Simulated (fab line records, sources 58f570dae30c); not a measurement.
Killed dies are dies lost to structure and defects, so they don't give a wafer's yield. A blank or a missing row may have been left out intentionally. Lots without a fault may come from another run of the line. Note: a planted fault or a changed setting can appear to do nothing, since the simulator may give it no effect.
Comparing a struck lot with a sound one || flow berkeley cmos170 || 14 steps out of a route of 331
Sound: wafers L560.1, L560.2, L560.3. The struck wafers were L549.1, L549.4, L549.6. Last of all comes the cause.
Order at every step that has rows: each side's tool, ch and its chambers, its first start. Under that, the readings that differ: sound wafers || struck wafers || difference of the means || sigmas: that difference in standard deviations of wafers without a fault.
alike: readings whose means differ by less than 2 such deviations, and words and numbers that are the same on both sides. not compared: withheld readings, readings that some wafer has no value for, bounds like >300 that may hide the same value, and numbers for which the record gives no deviation and whose values overlap.
A row with sigmas, a row that says differs or no value, or rows on one side alone: a step with any of these is where the two part. Numbers that don't overlap but have no deviation are shown without sigmas and don't part them. A reading that every wafer of one side lacks parts them only if that side has two wafers or more.

UCB170_M1_CD_MEAS_90: the cd target is 700 nm.
  sound on cd sem-02, day 11 11:18; struck on cd sem-02, day 9 06:17
  alike: cd nm
then, 1 step without rows for these wafers: UCB170_M1_ANNEAL_14 (time 1200 s).
UCB170_V1_CVD_00: deposits SiO2 from TEOS/O2, target thk 2000 nm, time 250 s.
  sound on pecvd-01 ch 0,1,2, day 11 14:35; struck on pecvd-03 ch 0,1, day 9 09:22
  alike: heater power w, pressure mtorr, susceptor temp C
UCB170_V1_THK_MEAS_01:
  sound on film metro-02, day 11 14:44; struck on film metro-02, day 9 09:35
  alike: V1_TEOS_THK
UCB170_V1_CMP_02: polishes SiO2.
  sound on cmp-02 ch 0,1,3, day 11 14:48; struck on cmp-01 ch 0,2, day 9 09:42
  alike: motor current A
UCB170_V1_BOW_MEAS_03:
  sound on film metro-03, day 11 15:06; struck on film metro-01, day 9 09:57
  alike: V1_BOW
UCB170_V1_THK_MEAS_04:
  sound on film metro-03, day 11 15:13; struck on film metro-01, day 9 10:04
  alike: V1_POLISHED_THK
then, 5 steps without rows for these wafers: UCB170_V1_CLEAN_05 (cleans in DIW); UCB170_V1_HMDS_06 (prime time 60 s); UCB170_V1_COAT_07 (resist thk 900 nm); UCB170_V1_SOFTBAKE_08 (time 60 s); UCB170_V1_EXPOSE_09 (exposes mask VIA1, target cd 700 nm).
UCB170_V1_PEB_10:
  sound on litho track-02 ch 0, day 11 16:22; struck on litho track-01, day 9 11:34
  no value came back on the struck wafers for chill plate temp C (C), exhaust pa (Pa), heater power total W (W), plate temp C (C); on the sound wafers chill plate temp C (C) reads 23.16 23.05 23.02
then, 1 step without rows for these wafers: UCB170_V1_DEVELOP_11 (develop time 45 s).

## WHERE THEY PART
Only at UCB170_V1_PEB_10, within this record.

WHY: the cause the simulator had injected
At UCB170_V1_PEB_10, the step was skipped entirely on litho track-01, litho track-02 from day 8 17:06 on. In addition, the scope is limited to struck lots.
